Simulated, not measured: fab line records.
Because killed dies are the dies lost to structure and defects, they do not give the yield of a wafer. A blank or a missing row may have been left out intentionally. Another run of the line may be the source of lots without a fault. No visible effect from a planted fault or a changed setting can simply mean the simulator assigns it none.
Problem report, 8D (eight disciplines) form, completed by code    flow rit cmos    the parts of the form that need people (team, actions taken, sign-off) are left out

1. PROBLEM STATEMENT
NSD_TW at RIT_NSD_TW_MEAS_10 reads a mean of 2828 on 6 wafers of 2 lots; wafers without a fault read 3101 with a standard deviation of 46. That puts it -5.9 standard deviations away from the usual mean.
Seen first at day 7 03:35 on film metro-01, wafer L911.3. The record holds 42 wafers of 14 lots with a number at this step. Rule for "out" (also "out of limits"): further than 4 standard deviations from the usual mean. All remaining wafers that have a number are taken as sound.

2. WHAT IT IS; WHAT IT IS NOT
question                     is                            is not
which readings at this step  NSD_TW                        -
which lots                   L911, L913                    L892, L893, L894, L895, L896, L897, L898, L903, L906, L907, L912, L914
which wafers of those lots   all that have a number        -
read on which gauges         film metro-01, film metro-02  film metro-04
when                         from day 7 03:35              up to then (30 sound wafers); but 6 sound wafers of L912, L914 came after

3. WHAT RULES OUT EACH SUSPECT
Counting: a tool at any process step up to the reading remains a suspect when it ran all the lots that are out and ran no sound lot after the first of those.
- ruled out: the gauge at RIT_NSD_TW_MEAS_10. 2 gauges (film metro-01, film metro-02) read the wafers that are out.
- implanter-02 at RIT_NSD_IMPLANT_08: kept. It ran every lot that is out, first L911 (day 7 03:18), and no sound lot after that; its last sound lot up to then is L907 (day 6 10:53). On those wafers its own readings are out: dose ions cm2, faraday current uA.
Left after counting: implanter-02 at RIT_NSD_IMPLANT_08.

4. THE CAUSE (what the simulator had put in)
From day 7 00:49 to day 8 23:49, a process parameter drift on implanter-02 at RIT_NSD_IMPLANT_08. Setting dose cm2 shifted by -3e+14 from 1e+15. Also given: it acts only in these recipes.
The count eliminated every tool but this one.

5. THE CHAIN OF EFFECTS, in route order
One row per reading whose mean, taken over the struck wafers that have a number, lies over 3 standard deviations from the usual. Readings are gone through only where the record gives a usual standard deviation; hours: the median, over the lots, of the time from a lot's start at the first step in this table giving one to that lot's start at this step; sigmas: the change measured in usual standard deviations.
hours  step                     reading             usual        on struck wafers  change      sigmas
0      RIT_NSD_IMPLANT_08       dose ions cm2       9.998e+14    7.003e+14         -2.995e+14  -99 or more
0      RIT_NSD_IMPLANT_08       faraday current uA  3132         2175              -957        -16
0      RIT_NSD_TW_MEAS_10       NSD_TW              3101         2828              -273        -5.9
2      RIT_SDANNEAL_RS_MEAS_05  NSD_RS              84.5 ohm/sq  113.0             +28.5       +89
The process steps in it:
- RIT_NSD_IMPLANT_08

6. HOW IT WOULD HAVE BEEN CAUGHT EARLIER
In this record the first reading out of limits at a measuring or inspecting step was taken at day 7 03:35, 3 hours after the fault began at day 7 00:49.
Tool's own readings at RIT_NSD_IMPLANT_08, dose ions cm2, faraday current uA: out on all struck wafers the step has rows for; an alarm limit on them would have tripped on the first.
Lots out: 2; of these, L913 started RIT_NSD_IMPLANT_08 on implanter-02 after day 7 03:35. A tool hold placed at that time would have kept it from harm.
